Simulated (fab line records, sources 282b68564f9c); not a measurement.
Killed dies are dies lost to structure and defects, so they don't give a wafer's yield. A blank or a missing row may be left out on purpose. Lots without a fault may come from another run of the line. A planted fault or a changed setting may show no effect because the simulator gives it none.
fab line records | flow rit_cmos
record lots=5 wafers=15 last_day=7
route steps=202 shown PLDD@118 SPACER@125 NSD@131
lots that met no fault: from a run of the same line without faults
start_h: hours from the record's first day to the start of the lot's first wafer shown | wait_h: hours since the lot's step before | " the same as in the row above | L1.1+2: a row that stands for several wafers | - no value, or no start given | * or withheld: withheld | < > ~ a bound
route shown NAME@n: a module of which the file shows steps, and the number in the route of the first | usual: mean/standard deviation of fault-free wafers | same: alike in all rows | chamber/n: place in a boat | sites: the reading at each site | _std_site: their standard deviation | _edge_site: outer sites' mean less inner sites' | radius_mm: how far each site lies from the wafer's centre | mask NAME#n: copy n | behind: the tool/chamber that last shaped the wafer | hold: why the lot was held/for how many hours/how that ended | device: the transistor (n, p or np) that didn't switch | end of line: the same wafers' tests at the end of the route | a step without rows: its recipe alone | killed: dies lost to structure and defects at the first sort, not the wafer's yield | map: a wafer's dies, x killed, . not, _ none there
set.NAME: the setting as run; set.NAME@STEP: as run at that earlier step | model.NAME: the simulator's own value behind a step, which no gauge read
lots at some steps of the route; a table a step, a row a wafer
services: from which hour (start_h, from the record's first day; less than 0 if before it) a tool's chamber was out of use, for how many hours, and why
## steps
# step RIT_PLDD_PEB_04
# recipe resist=NOVOLAK temp_c=withheld time_s=withheld
# step RIT_PLDD_DEVELOP_05
# recipe resist=NOVOLAK develop_time_s=50 dev_temp_c=23
# step RIT_PLDD_OVL_MEAS_06
# usual PLDD_OVL=1.0/1.3
# columns lot.wafer tool chamber start_h wait_h PLDD_OVL[nm]
L141.2 overlay-02 - 48.37 - 0.2
L141.4 " - " " -0.4
L141.5 " - " " 0.3
L147.2 overlay-01 - 79.51 - -0.6
L147.4 " - " " 1.9
L147.5 " - " " -0.8
L151.1 overlay-02 - 98.76 - 0.3
L151.2 " - " " 1.9
L151.3 " - " " -0.2
L158.1 overlay-02 - 133.48 - 1.2
L158.3 " - " " 1.6
L158.6 " - " " 0.3
L163.4 overlay-02 - 159.43 - 2.0
L163.5 " - " " 2.2
L163.6 " - " " 1.4
# step RIT_PLDD_HARDBAKE_07
# recipe resist=NOVOLAK temp_c=140 time_s=60
# step RIT_PLDD_IMPLANT_08
# recipe species=BF2 energy_kev=20 dose_cm2=9e+14 tilt_deg=7
# step RIT_PLDD_STRIP_09
# recipe chemistry=O2 time_s=180 resist=NOVOLAK platen_temp_c=withheld power_w=500 pressure_mtorr=4000 o2_flow_sccm=4000
# usual drypump_motor_current_A=5.8/0.37
# columns lot.wafer tool chamber start_h wait_h drypump_motor_current_A rf_hours_counter_h
L141.2 plasma_asher-02 1 48.70 0.1 6.0 24
L141.4 " 0 " " 6.3 -
L141.5 " 0 " " 6.2 -
L147.2 plasma_asher-01 0 79.84 0.1 5.4 43
L147.4 " 1 " " 6.0 -
L147.5 " 0 " " 5.4 -
L151.1 plasma_asher-02 0 99.09 0.1 6.2 29
L151.2 " 1 " " 6.0 29
L151.3 " 1 " " 6.0 -
L158.1 plasma_asher-01 1 133.81 0.1 6.1 1
L158.3 " 1 " " 6.0 -
L158.6 " 0 " " 5.4 -
L163.4 plasma_asher-02 1 159.90 0.1 6.0 -
L163.5 " 0 " " 6.2 -
L163.6 " 1 " " 6.0 -
# step RIT_PLDD_TW_MEAS_10
# usual PLDD_TW=2353/15
# columns lot.wafer tool chamber start_h wait_h PLDD_TW
L141.2 film_metro-01 - 48.88 0.1 2360
L141.4 " - " " 2350
L141.5 " - " " 2358
L147.2 film_metro-01 - 80.03 0.1 2356
L147.4 " - " " 2373
L147.5 " - " " 2362
L151.1 film_metro-03 - 99.27 0.1 2360
L151.2 " - " " 2346
L151.3 " - " " 2339
L158.1 film_metro-01 - 133.99 0.1 2348
L158.3 " - " " 2348
L158.6 " - " " 2359
L163.4 film_metro-01 - 160.15 0.2 2364
L163.5 " - " " 2370
L163.6 " - " " 2362
# step RIT_SPACER_CLEAN_00
# recipe chemistry=SC1 mix=3:3:50 time_s=600 temp_c=75
# step RIT_SPACER_CLEAN_01
# recipe chemistry=dHF dilution=50:1 time_s=30
# step RIT_SPACER_CLEAN_02
# recipe chemistry=SC2 mix=3:3:50 time_s=600 temp_c=75 dry=n2_spin
# step RIT_SPACER_CVD_03
# recipe material=Si3N4 target_thk_nm=250 temp_c=810 precursor=SiH2Cl2/NH3 time_s=3300 pressure_mtorr=300 sih2cl2_flow_sccm=60 nh3_flow_sccm=150
# step RIT_SPACER_THK_MEAS_04
# recipe reads=Si3N4_of_SPACER_CVD_03
# usual SPACER_NITRIDE_THK=250.2/2.1
# columns lot.wafer tool chamber start_h wait_h SPACER_NITRIDE_THK[nm]
L141.2 film_metro-03 - 51.24 0.0 252.8
L141.4 " - " " 251.5
L141.5 " - " " 251.3
L147.2 film_metro-01 - 82.37 0.0 249.7
L147.4 " - " " 249.5
L147.5 " - " " 250.6
L151.1 film_metro-02 - 102.79 0.0 252.4
L151.2 " - " " 248.3
L151.3 " - " " 249.4
L158.1 film_metro-01 - 136.35 0.0 247.7
L158.3 " - " " 248.8
L158.6 " - " " 245.9
L163.4 film_metro-03 - 163.47 0.0 248.5
L163.5 " - " " 248.1
L163.6 " - " " 249.3
# step RIT_SPACER_ETCHBACK_05
# recipe target_depth_a=2500 SF6_flow_sccm=30 CHF3_flow_sccm=30 target=Si3N4 chemistry=SF6/CHF3 pressure_mtorr=40 rf_w=250 time_s=240 stop_on=SiO2
# usual drypump_motor_current_A=5.5/0.47 oes_product_au=0.837/0.013 run_length_s=268.2/0.39 throttle_valve_pct=10.33/0.11
# columns lot.wafer tool chamber start_h wait_h drypump_motor_current_A oes_product_au rf_hours_counter_h run_length_s throttle_valve_pct model.poly-Si_of_GATE_CVD_08.thk_nm model.etch.depth_nm model.Si3N4_of_SPACER_CVD_03.thk_nm
L141.2 rie_diel-01 0 51.29 0.0 6.0 0.828 1 268.3 10.37 169.2 252.7 198.8
L141.4 " 0 " " 6.0 0.827 - 268.3 10.39 167.4 251.5 197.6
L141.5 " 1 " " 6.3 0.852 - 268.1 10.36 166.9 251.2 196.4
L147.2 rie_diel-03 3 82.42 0.0 5.2 0.845 106 268.5 10.39 165.6 249.8 195.4
L147.4 " 2 " " 5.3 0.832 - 268.2 10.34 166.4 249.5 195.8
L147.5 " 1 " " 6.0 0.853 - 267.9 10.45 165.7 250.5 196.9
L151.1 rie_diel-01 2 102.85 0.1 6.1 0.837 106 268.2 10.42 166.8 252.6 199
L151.2 " 3 " " 5.6 0.833 121 268.9 10.24 166 248.1 194.4
L151.3 " 0 " " 6.0 0.823 3 268.1 10.39 164.5 249.4 195.5
L158.1 rie_diel-03 3 136.41 0.1 5.2 1.025 108 199.8 10.46 185.3 228.8 208.5
L158.3 " 0 " " 5.9 0.817 42 268.2 10.26 167.8 248.5 194
L158.6 " 2 " " 5.4 0.829 - 268.7 10.33 168.8 245.8 192.2
L163.4 rie_diel-04 2 163.57 0.1 4.7 0.841 - 268.0 10.21 167.4 248.4 195.4
L163.5 " 0 " " 5.0 0.844 - 268.3 10.50 164.8 248 194.3
L163.6 " 1 " " 6.1 0.832 - 268.5 10.17 166.7 249.4 195.3
# step RIT_NSD_HMDS_00
# recipe prime_time_s=60 prime_temp_c=140
## services
# columns tool chamber start_h hours kind
rie_diel-01 2 45.27 48.3 repair
rie_diel-03 0 76.05 35.9 repair
rie_diel-01 1 93.58 - clean
rie_diel-01 1 93.58 25.0 scheduled_down
rie_diel-01 1 93.58 25.0 vent_cycle
plasma_asher-01 - 108.75 9.0 pm
plasma_asher-01 0 108.75 9.0 vent_cycle
plasma_asher-01 1 108.75 9.0 vent_cycle
plasma_asher-01 0 117.75 - clean
plasma_asher-01 1 117.75 - clean
rie_diel-01 - 126.74 0.5 repair
rie_diel-03 1 134.59 11.6 repair
rie_diel-03 0 136.83 10.5 repair
rie_diel-04 2 144.36 2.7 repair
rie_diel-03 3 146.33 6.7 repair
plasma_asher-02 - 153.84 2.0 repair
rie_diel-04 3 158.52 - clean
plasma_asher-01 - 161.47 3.1 repair
## key
first_sign step=RIT_SPACER_ETCHBACK_05 reading=run_length_s direction=down sigmas=99+ usual=* struck=*
effect step=RIT_SPACER_ETCHBACK_05 reading=oes_product_au direction=up sigmas=14 usual=0.837 struck=1.025
model_effect step=RIT_SPACER_ETCHBACK_05 value=poly-Si_of_GATE_CVD_08.thk_nm without=166.1 struck=185.3
met_at RIT_SPACER_ETCHBACK_05
struck_wafers L158.1
later_rows_left_out L158.1
sort_left_out L158.1
tester_left_out L158
onset_between 82.42 136.41
fault kind=process_parameter_drift tool=rie_diel-03 chamber=3 onset_h=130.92 steps=RIT_SPACER_ETCHBACK_05 channel=time_s offset=* shape=step end_h=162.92 acts_in=* stated=*
# tester_left_out: of these lots the tester's yield and bins aren't shown, on N5 and GAA mostly nor the transistor test; their killed dies are dies lost to structure and defects alone, not to doping, threshold or leakage, so they don't give the yield
# sort_left_out: the simulated sort isn't trusted on such a fault, so these wafers' sort isn't shown, and their yield isn't known
# later_rows_left_out: the simulator's readings of these wafers behind a module that went badly wrong aren't trusted and aren't shown, but for the sort
